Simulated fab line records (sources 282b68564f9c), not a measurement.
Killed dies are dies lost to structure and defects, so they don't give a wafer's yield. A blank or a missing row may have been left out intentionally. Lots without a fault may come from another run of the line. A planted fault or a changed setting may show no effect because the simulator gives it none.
fab line records	flow rit_cmos
record lots=14	wafers=42	last_day=7
route steps=202 shown NRETRO@62 GATE@85 REOX@101 SDANNEAL@156 M1@202
lots that met no fault: from a run of the same line without faults
start_h: hours from the record's opening day to when the first of the lot's shown wafers began	wait_h: time in hours since the lot's previous step	" identical to the entry in the row above	L1.1+2: several wafers, shown together as one row	- either no value or no given start	* or withheld: withheld	< > ~ a bound
route shown NAME@n: names a module that has steps shown in the file, with the first one's number in the route	usual: mean/standard deviation of fault-free wafers	same: alike in all rows	chamber/n: place in a boat	sites: readings site by site	_std_site: standard deviation across them	_edge_site: inner sites' mean taken away from outer sites' mean	radius_mm: for every site, how far away it sits from the centre of the wafer	mask NAME#n: copy n	behind: the tool/chamber that last shaped the wafer	hold: why the lot was held/for how many hours/how that ended	device: whichever transistor did not switch (one of n, p or np)	end of line: at the end of the route, the tests of the same wafers	step lacking rows: just its recipe	killed: not the wafer's yield, but the dies lost to structure and defects at the first sort	map: a wafer's dies, marking killed ones x, the rest . and places with no die _
set.NAME: the setting the step ran with; set.NAME@STEP: the setting that earlier step ran with	model.NAME: the simulator's own value behind a step, which no gauge read
a sample of lots followed through the steps of the route, with each step as a table and each wafer as a row
services: when a tool's chamber went out of use (start_h, in hours from the record's first day, below 0 if earlier), for how many hours, and the reason
## steps
# step RIT_NRETRO_STRIP_09
# recipe chemistry=O2	time_s=180	resist=NOVOLAK	platen_temp_c=withheld	power_w=500	pressure_mtorr=4000	o2_flow_sccm=4000
# usual drypump_motor_current_A=5.89/0.3
# same time_s=180
lot.wafer	tool	chamber	start_h	wait_h	drypump_motor_current_A	rf_hours_counter_h
L177.2	plasma_asher-01	1	29.70	0.1	6.10	37
L177.5	"	1	"	"	6.12	-
L177.6	"	0	"	"	5.41	-
L178.2	plasma_asher-01	1	35.88	0.1	6.14	38
L178.3	"	0	"	"	5.41	-
L178.5	"	0	"	"	5.42	-
L179.2	plasma_asher-02	1	42.36	0.1	5.35	24
L179.3	"	0	"	"	6.03	-
L179.6	"	1	"	"	5.34	-
L180.2	plasma_asher-01	1	47.31	0.1	6.11	39
L180.4	"	0	"	"	5.41	-
L180.5	"	1	"	"	6.14	-
L182.2	plasma_asher-03	0	57.42	0.1	6.09	41
L182.5	"	0	"	"	6.08	-
L182.6	"	1	"	"	5.97	-
L183.1	plasma_asher-03	0	60.63	0.1	6.10	41
L183.3	"	1	"	"	6.00	-
L183.5	"	0	"	"	6.10	-
L185.3	plasma_asher-03	1	70.42	0.1	6.00	-
L185.5	"	0	"	"	6.11	-
L185.6	"	1	"	"	6.02	-
L186.4	plasma_asher-03	1	75.38	0.1	5.95	-
L186.5	"	0	"	"	6.08	-
L186.6	"	1	"	"	5.98	-
L188.1	plasma_asher-03	1	85.91	0.1	5.97	45
L188.2	"	0	"	"	6.08	45
L188.5	"	0	"	"	6.07	-
L194.1	plasma_asher-03	1	114.32	0.1	5.94	48
L194.2	"	0	"	"	6.10	48
L194.6	"	1	"	"	5.95	-
L195.2	plasma_asher-03	0	119.55	0.1	6.10	49
L195.5	"	1	"	"	5.97	-
L195.6	"	0	"	"	6.09	-
L196.1	plasma_asher-01	1	124.79	0.1	6.13	46
L196.3	"	0	"	"	5.41	-
L196.5	"	1	"	"	6.13	-
L197.3	plasma_asher-01	1	129.83	0.1	6.13	-
L197.5	"	0	"	"	5.42	-
L197.6	"	1	"	"	6.12	-
L199.1	plasma_asher-02	0	140.46	0.1	6.04	35
L199.3	"	1	"	"	5.33	-
L199.4	"	0	"	"	6.02	-
# step RIT_GATE_THK_MEAS_09
# recipe reads=poly-Si_of_GATE_CVD_08
# usual GATE_POLY_THK=250.9/2.6
lot.wafer	tool	chamber	start_h	wait_h	GATE_POLY_THK[nm]
L177.2	film_metro-03	-	37.97	0.0	254.8
L177.5	"	-	"	"	254.7
L177.6	"	-	"	"	250.7
L178.2	film_metro-01	-	44.30	0.0	247.8
L178.3	"	-	"	"	250.2
L178.5	"	-	"	"	248.6
L179.2	film_metro-01	-	48.31	0.0	253.5
L179.3	"	-	"	"	256.3
L179.6	"	-	"	"	255.5
L180.2	film_metro-04	-	53.98	0.0	250.9
L180.4	"	-	"	"	248.9
L180.5	"	-	"	"	249.9
L182.2	film_metro-04	-	63.27	0.0	248.0
L182.5	"	-	"	"	251.9
L182.6	"	-	"	"	251.1
L183.1	film_metro-04	-	66.18	0.0	253.5
L183.3	"	-	"	"	254.7
L183.5	"	-	"	"	252.2
L185.3	film_metro-01	-	76.36	0.0	250.2
L185.5	"	-	"	"	251.9
L185.6	"	-	"	"	252.2
L186.4	film_metro-03	-	80.66	0.0	249.8
L186.5	"	-	"	"	251.7
L186.6	"	-	"	"	250.8
L188.1	film_metro-01	-	91.66	0.0	256.5
L188.2	"	-	"	"	256.6
L188.5	"	-	"	"	255.1
L194.1	film_metro-04	-	120.15	0.0	246.0
L194.2	"	-	"	"	249.2
L194.6	"	-	"	"	247.3
L195.2	film_metro-04	-	125.17	0.0	250.2
L195.5	"	-	"	"	248.3
L195.6	"	-	"	"	251.3
L196.1	film_metro-01	-	132.26	0.0	248.2
L196.3	"	-	"	"	248.4
L196.5	"	-	"	"	248.5
L197.3	film_metro-01	-	135.94	0.0	249.4
L197.5	"	-	"	"	246.7
L197.6	"	-	"	"	249.5
L199.1	film_metro-03	-	147.55	0.0	249.9
L199.3	"	-	"	"	247.9
L199.4	"	-	"	"	249.5
# step RIT_REOX_OXIDATION_03
# recipe temp_c=900	ambient=O2	target_thk_a=252	ox_time_s=5580
# usual spike_tc_centre_C=902.9/1.7	spike_tc_load_C=925.5/2.6	spike_tc_source_C=923.4/1.3	tube_center_temp_C=900/0.072	tube_center_temp_C_max=902.3/0.42	zone_power_source_pct=24.8/1.6
lot.wafer	tool	chamber	start_h	wait_h	spike_tc_centre_C	spike_tc_load_C	spike_tc_source_C	tube_center_temp_C	tube_center_temp_C_max	zone_power_source_pct
L177.2	furnace-01	0	41.02	0.9	904.6	924.5	923.1	899.94	901.8	26.3
L177.5	"	0	"	"	904.7	924.3	925.5	899.92	901.9	26.0
L177.6	"	0	"	"	905.3	926.7	924.9	899.82	901.8	26.3
L178.2	furnace-01	0	47.94	1.5	903.1	926.9	922.6	899.99	902.4	26.0
L178.3	"	0	"	"	903.9	925.6	924.2	899.97	902.0	25.9
L178.5	"	0	"	"	903.4	923.7	924.7	900	902.0	26.1
L179.2	furnace-02	0	50.29	0.0	900.4	922.3	923.3	900.1	902.2	22.1
L179.3	"	0	"	"	902.6	923.3	923.0	900.11	902.6	22.4
L179.6	"	0	"	"	901.6	923.5	922.0	899.99	902.0	22.8
L180.2	furnace-02	0	57.43	1.3	901.7	921.8	920.8	899.98	901.9	22.4
L180.4	"	0	"	"	902.5	921.4	922.6	900.04	901.8	22.4
L180.5	"	0	"	"	900.4	922.5	922.1	900.01	902.0	22.6
L182.2	furnace-04	0	65.26	0.0	904.2	929.8	922.8	900.13	902.4	25.6
L182.5	"	0	"	"	902.5	929.0	924.6	899.96	902.1	25.5
L182.6	"	0	"	"	902.9	927.5	923.0	899.95	902.0	25.7
L183.1	furnace-02	0	68.68	0.5	901.2	922.4	922.9	900.01	902.2	22.7
L183.3	"	0	"	"	901.2	925.9	922.8	900.01	902.3	22.3
L183.5	"	0	"	"	901.1	922.8	922.0	899.84	902.0	22.7
L185.3	furnace-01	0	78.48	0.0	905.5	925.6	924.0	900.01	902.7	26.3
L185.5	"	0	"	"	905.1	922.7	924.9	900.09	902.6	25.7
L185.6	"	0	"	"	902.6	924.9	925.3	900.04	902.4	25.8
L186.4	furnace-02	0	83.72	0.7	908.1	931.9	930.2	908.06	910.6	23.0
L186.5	"	0	"	"	909.1	930.2	929.1	908.05	910.0	23.3
L186.6	"	0	"	"	909.0	930.7	928.5	908.04	910.0	22.8
L188.1	furnace-02	0	93.68	0.0	908.7	931.9	931.0	908.02	910.4	23.2
L188.2	"	0	"	"	909.4	932.4	931.3	908.01	910.7	22.7
L188.5	"	0	"	"	908.5	930.8	932.0	907.87	910.9	22.9
L194.1	furnace-01	0	122.72	0.5	904.5	926.7	922.7	899.97	902.3	25.7
L194.2	"	0	"	"	905.1	924.4	922.9	900.04	902.6	25.9
L194.6	"	0	"	"	904.8	925.2	924.1	899.92	901.8	25.8
L195.2	furnace-04	0	128.27	1.0	905.0	928.2	923.0	900.08	903.7	25.8
L195.5	"	0	"	"	903.6	928.3	922.8	900.04	902.9	25.8
L195.6	"	0	"	"	903.2	929.5	924.2	899.96	902.3	25.9
L196.1	furnace-04	0	134.28	0.0	903.6	927.8	923.9	900.14	902.3	25.5
L196.3	"	0	"	"	901.5	930.3	923.7	900	902.4	25.8
L196.5	"	0	"	"	903.4	928.7	921.9	900.07	902.3	25.9
L197.3	furnace-04	0	138.14	0.2	904.0	929.9	924.3	900.07	902.4	26.1
L197.5	"	0	"	"	903.8	929.3	922.4	899.98	901.8	25.7
L197.6	"	0	"	"	902.7	929.0	922.8	900.05	902.7	25.8
L199.1	furnace-04	0	150.35	0.7	903.7	928.8	925.2	900.12	902.2	25.9
L199.3	"	0	"	"	903.1	929.4	924.0	899.99	902.1	25.7
L199.4	"	0	"	"	903.7	929.2	923.6	899.97	902.3	25.9
# step RIT_REOX_THK_MEAS_04
# recipe reads=SiO2_of_REOX_OXIDATION_03
# usual REOX_OXIDE_THK=25.1/0.49
lot.wafer	tool	chamber	start_h	wait_h	REOX_OXIDE_THK[nm]
L177.2	film_metro-04	-	43.58	0.0	24.9
L177.5	"	-	"	"	25.2
L177.6	"	-	"	"	25.1
L178.2	film_metro-04	-	50.50	0.0	25.0
L178.3	"	-	"	"	25.3
L178.5	"	-	"	"	25.5
L179.2	film_metro-04	-	52.85	0.0	24.9
L179.3	"	-	"	"	24.6
L179.6	"	-	"	"	24.7
L180.2	film_metro-04	-	59.99	0.0	24.6
L180.4	"	-	"	"	24.7
L180.5	"	-	"	"	25.0
L182.2	film_metro-03	-	67.82	0.0	26.0
L182.5	"	-	"	"	26.5
L182.6	"	-	"	"	26.0
L183.1	film_metro-04	-	71.23	0.0	24.5
L183.3	"	-	"	"	24.7
L183.5	"	-	"	"	24.3
L185.3	film_metro-03	-	81.05	0.0	24.8
L185.5	"	-	"	"	24.8
L185.6	"	-	"	"	24.9
L186.4	film_metro-02	-	86.30	0.0	26.8
L186.5	"	-	"	"	27.1
L186.6	"	-	"	"	26.9
L188.1	film_metro-03	-	96.23	0.0	27.1
L188.2	"	-	"	"	27.7
L188.5	"	-	"	"	27.8
L194.1	film_metro-02	-	125.27	0.0	24.6
L194.2	"	-	"	"	24.8
L194.6	"	-	"	"	25.0
L195.2	film_metro-03	-	130.83	0.0	25.3
L195.5	"	-	"	"	25.4
L195.6	"	-	"	"	25.4
L196.1	film_metro-04	-	136.83	0.0	24.7
L196.3	"	-	"	"	24.9
L196.5	"	-	"	"	25.0
L197.3	film_metro-04	-	140.71	0.0	25.5
L197.5	"	-	"	"	25.6
L197.6	"	-	"	"	25.7
L199.1	film_metro-02	-	152.90	0.0	24.1
L199.3	"	-	"	"	24.2
L199.4	"	-	"	"	24.3
# step RIT_SDANNEAL_RTA_03
# recipe temp_c=1050	time_s=5	idle_temp_c=600	ramp_up_c_per_s=342	ramp_down_c_per_s=171	cool_to_c=600	ambient=N2
# usual wafer_temp_C_max=1053.4/1.1
# same time_s=5
lot.wafer	tool	chamber	start_h	wait_h	wafer_temp_C_max
L177.2	rtp_anneal-02	0	53.59	0.0	1050.9
L177.5	"	0	"	"	1055.1
L177.6	"	0	"	"	1052.3
L178.2	rtp_anneal-02	0	59.43	0.0	1053.9
L178.3	"	0	"	"	1055.2
L178.5	"	0	"	"	1053.7
L179.2	rtp_anneal-02	0	62.15	0.0	1051.6
L179.3	"	0	"	"	1056.2
L179.6	"	0	"	"	1054.1
L180.2	rtp_anneal-02	0	69.05	0.0	1055.2
L180.4	"	0	"	"	1053.7
L180.5	"	0	"	"	1052.1
L182.2	rtp_anneal-02	0	76.69	0.0	1051.5
L182.5	"	0	"	"	1052.1
L182.6	"	0	"	"	1052.6
L183.1	rtp_anneal-02	0	79.86	0.0	1053.2
L183.3	"	0	"	"	1054.5
L183.5	"	0	"	"	1053.9
L185.3	rtp_anneal-02	0	90.34	0.0	1052.9
L185.5	"	0	"	"	1054.1
L185.6	"	0	"	"	1051.7
L186.4	rtp_anneal-01	0	96.93	0.0	1055.2
L186.5	"	0	"	"	1054.5
L186.6	"	0	"	"	1052.1
L188.1	rtp_anneal-01	0	105.82	0.0	1052.6
L188.2	"	0	"	"	1054.0
L188.5	"	0	"	"	1053.9
L194.1	rtp_anneal-01	0	134.38	0.0	1054.3
L194.2	"	0	"	"	1054.5
L194.6	"	0	"	"	1053.4
L195.2	rtp_anneal-02	0	139.98	0.0	1055.3
L195.5	"	0	"	"	1053.8
L195.6	"	0	"	"	1052.6
L196.1	rtp_anneal-01	0	145.98	0.0	1054.1
L196.3	"	0	"	"	1053.2
L196.5	"	0	"	"	1053.4
L197.3	rtp_anneal-02	0	149.53	0.0	1051.0
L197.5	"	0	"	"	1053.9
L197.6	"	0	"	"	1052.9
L199.1	rtp_anneal-02	0	161.82	0.0	1052.8
L199.3	"	0	"	"	1053.4
L199.4	"	0	"	"	1053.6
# step RIT_M1_PROBE_99
# usual killed_at_M0_to_M3=0.0/0.2	killed_at_contacts=0.1/0.32	killed_at_front_end=6.7/2.9	killed_dies=6.8/2.9	killed_open=3.3/1.7	killed_short=3.4/2.1
# same gross_dies=264	killed_at_M4_up=0	killed_at_back_side=0	killed_at_other=0
lot.wafer	tool	chamber	start_h	wait_h	killed_at_M0_to_M3	killed_at_contacts	killed_at_front_end	killed_dies	killed_open	killed_short
L197.3	prober-02	-	157.08	0.2	0	0	6	6	2	4
L197.5	prober-02	-	157.18	0.2	0	1	10	11	3	8
L197.6	prober-02	-	157.23	0.2	0	0	7	7	4	3
# killed by level:class
L197.3 REOX:geometric_particle:short=2 FOX2:geometric_particle:short=1 GATE:geometric_particle:open=1 GATE:geometric_particle:short=1 SPACER:geometric_particle:open=1
L197.5 GATE:geometric_particle:short=4 SPACER:geometric_particle:open=2 FOX1:geometric_particle:short=1 SPACER:geometric_particle:short=1 SILICIDE:geometric_particle:short=1 SILICIDE:geometric_particle:open=1 CONTACT:geometric_particle:short=1
L197.6 GATE:geometric_particle:open=2 FOX1:geometric_particle:open=1 FOX1:geometric_particle:short=1 REOX:geometric_particle:short=1 SILICIDE:geometric_particle:open=1 SILICIDE:geometric_particle:short=1
## services
tool	chamber	start_h	hours	kind
furnace-04	-	20.23	3.5	pm
furnace-04	-	27.67	14.6	repair
plasma_asher-02	-	33.23	0.7	repair
rtp_anneal-01	-	37.93	58.4	pm
furnace-04	-	42.24	1.9	pm
furnace-02	-	52.84	3.1	pm
plasma_asher-01	-	74.94	15.6	pm
plasma_asher-01	-	106.05	2.8	repair
plasma_asher-02	-	116.39	3.3	repair
furnace-01	-	125.27	29.1	pm
## key
first_sign step=RIT_REOX_OXIDATION_03	reading=tube_center_temp_C	direction=up	sigmas=89	usual=*	struck=*
effect step=RIT_REOX_OXIDATION_03	reading=tube_center_temp_C_max	direction=up	sigmas=19	usual=*	struck=*
effect step=RIT_REOX_THK_MEAS_04	reading=REOX_OXIDE_THK	direction=up	sigmas=4.3	usual=25.1	struck=27.2
met_at RIT_REOX_OXIDATION_03
struck_lots L186,L188
tester_left_out L186,L188
not_acting_at RIT_NRETRO_STRIP_09,RIT_GATE_THK_MEAS_09,RIT_SDANNEAL_RTA_03
onset_between 68.68 83.72
fault kind=process_parameter_drift	tool=furnace-02	chamber=-	onset_h=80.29	steps=RIT_REOX_OXIDATION_03	channel=temp_c	offset=*	shape=step	end_h=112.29	acts_in=*	stated=*
# tester_left_out: of these lots the tester's yield and bins aren't shown, on N5 and GAA mostly nor the transistor test; their killed dies are dies lost to structure and defects alone, not to doping, threshold or leakage, so they don't give the yield
